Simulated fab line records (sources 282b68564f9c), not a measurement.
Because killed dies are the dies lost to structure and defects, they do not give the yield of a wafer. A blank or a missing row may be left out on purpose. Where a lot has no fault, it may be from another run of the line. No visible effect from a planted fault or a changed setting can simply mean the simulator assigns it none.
Which tool did it? | flow rit_cmos | 14 lots with 42 wafers sampled at 2 steps, on a route of 202 steps

== WHAT EACH GAUGE READ, for each wafer ==
RIT_M1_CD_MEAS_90: the cd target is 2600 nm.
lot  | measured    | on        | cd_nm (nm)
L242 | day 3 18:51 | cd_sem-01 | 2599.4 2597.9 2598.8
L245 | day 4 08:55 | cd_sem-01 | 2599.7 2599.4 2600.1
L246 | day 4 14:16 | cd_sem-01 | 2599.6 2599.9 2600.2
L247 | day 4 20:54 | cd_sem-01 | 2598.4 2597.3 2598.8
L248 | day 5 00:04 | cd_sem-01 | 2585.5 2590.7 2590.8
L251 | day 5 15:31 | cd_sem-01 | 2593.9 2595.4 2592.1
L253 | day 6 01:00 | cd_sem-01 | 2598.7 2598.9 2598.1
L255 | day 6 18:16 | cd_sem-01 | 2598.1 2596.6 2598.0
L259 | day 7 20:40 | cd_sem-01 | 2597.6 2596.4 2594.9
L260 | day 8 05:25 | cd_sem-01 | 2600.2 2599.2 2600.2
L262 | day 8 10:28 | cd_sem-01 | 2597.8 2596.7 2597.5
L261 | day 8 10:58 | cd_sem-02 | 2603.4 2599.0 2598.1
L263 | day 8 19:26 | cd_sem-02 | 2598.9 2597.3 2597.6
L264 | day 9 01:22 | cd_sem-02 | 2595.6 2597.2 2597.2

== EACH LOT AND THE TOOL THAT RAN IT (in order: tool; ch and the chambers of the sampled wafers; start) ==
lot  | RIT_M1_METAL_ETCH_12
L242 | rie_metal-03 ch 0,1, day 3 18:19
L245 | rie_metal-03 ch 0,1, day 4 08:24
L246 | rie_metal-01 ch 0,1, day 4 13:46
L247 | rie_metal-02 ch 0,1, day 4 20:24
L248 | rie_metal-03 ch 0,1, day 4 23:32
L251 | rie_metal-03 ch 0,1, day 5 14:59
L253 | rie_metal-02 ch 0,1, day 6 00:23
L255 | rie_metal-01 ch 0,1, day 6 17:46
L259 | rie_metal-02 ch 0, day 7 20:07
L260 | rie_metal-03 ch 1, day 8 04:49
L262 | rie_metal-01 ch 0,1, day 8 09:58
L261 | rie_metal-02 ch 0,1, day 8 10:28
L263 | rie_metal-03 ch 1, day 8 18:47
L264 | rie_metal-01 ch 0,1, day 9 00:50
- RIT_M1_METAL_ETCH_12: etches Al in Cl2/BCl3, stops on SiO2, time 165 s, target depth 600 nm.

== AS READ BY THE TOOLS THEMSELVES (means over the sampled wafers that have a number; for cases with no such wafer, the mark the record gives instead) ==
RIT_M1_METAL_ETCH_12.
lot  | tool         | drypump_motor_current_A (A) | mfc_cl2_sccm (sccm) | oes_product_au (a.u.) | throttle_valve_pct (%)
L242 | rie_metal-03 | 5.40                        | 59.95               | 0.774                 | 8.40
L245 | rie_metal-03 | 5.61                        | 60.06               | 0.779                 | 8.37
L246 | rie_metal-01 | 5.69                        | 60.16               | 0.789                 | 8.16
L247 | rie_metal-02 | 5.60                        | 60.30               | 0.768                 | 8.29
L248 | rie_metal-03 | 5.40                        | 60.06               | 0.680                 | 8.41
L251 | rie_metal-03 | 5.61                        | 59.97               | 0.685                 | 8.39
L253 | rie_metal-02 | 5.60                        | 60.10               | 0.760                 | 8.29
L255 | rie_metal-01 | 5.79                        | 60.07               | 0.780                 | 8.22
L259 | rie_metal-02 | 5.39                        | 59.77               | 0.762                 | 8.38
L260 | rie_metal-03 | 5.81                        | 60.08               | 0.793                 | 8.34
L262 | rie_metal-01 | 5.78                        | 60.05               | 0.786                 | 8.21
L261 | rie_metal-02 | 5.82                        | 59.82               | 0.780                 | 8.18
L263 | rie_metal-03 | 5.82                        | 59.84               | 0.787                 | 8.33
L264 | rie_metal-01 | 5.77                        | 59.97               | 0.795                 | 8.20

== THE ANSWER, worked out from the rows above alone ==
Rule: the usual values come from the lots themselves. Put in order of their means at a reading, lots are off if they are a third of the lots or fewer, leave a main group of 4 or more, and stand apart from it by a gap of 3 or more times the standard deviation of the main group's means; of several such gaps the widest counts. A main group whose means are all the same, to the digits that the tables above print for the reading, isn't used. A lot without any number at a reading at which 4 lots or more have one is off too. All remaining lots with rows at the step are treated as sound. Order of review: gauges by route order, followed by the tools' own readings, for which a lot's mean as printed above is used. At the first step where some lot is off, the reading lying furthest off is the one used; lots without a number count as furthest.
Off: L248, L251 (RIT_M1_METAL_ETCH_12, oes_product_au). Mean 0.779 a.u. and standard deviation 0.011 in the main group.
If a tool, at that step or one of the process steps before it, ran each lot that is off and ran no sound lot following the first of them, it fits. No candidate that was tried fits.

== WHAT WAS PUT IN BY THE SIMULATOR ==
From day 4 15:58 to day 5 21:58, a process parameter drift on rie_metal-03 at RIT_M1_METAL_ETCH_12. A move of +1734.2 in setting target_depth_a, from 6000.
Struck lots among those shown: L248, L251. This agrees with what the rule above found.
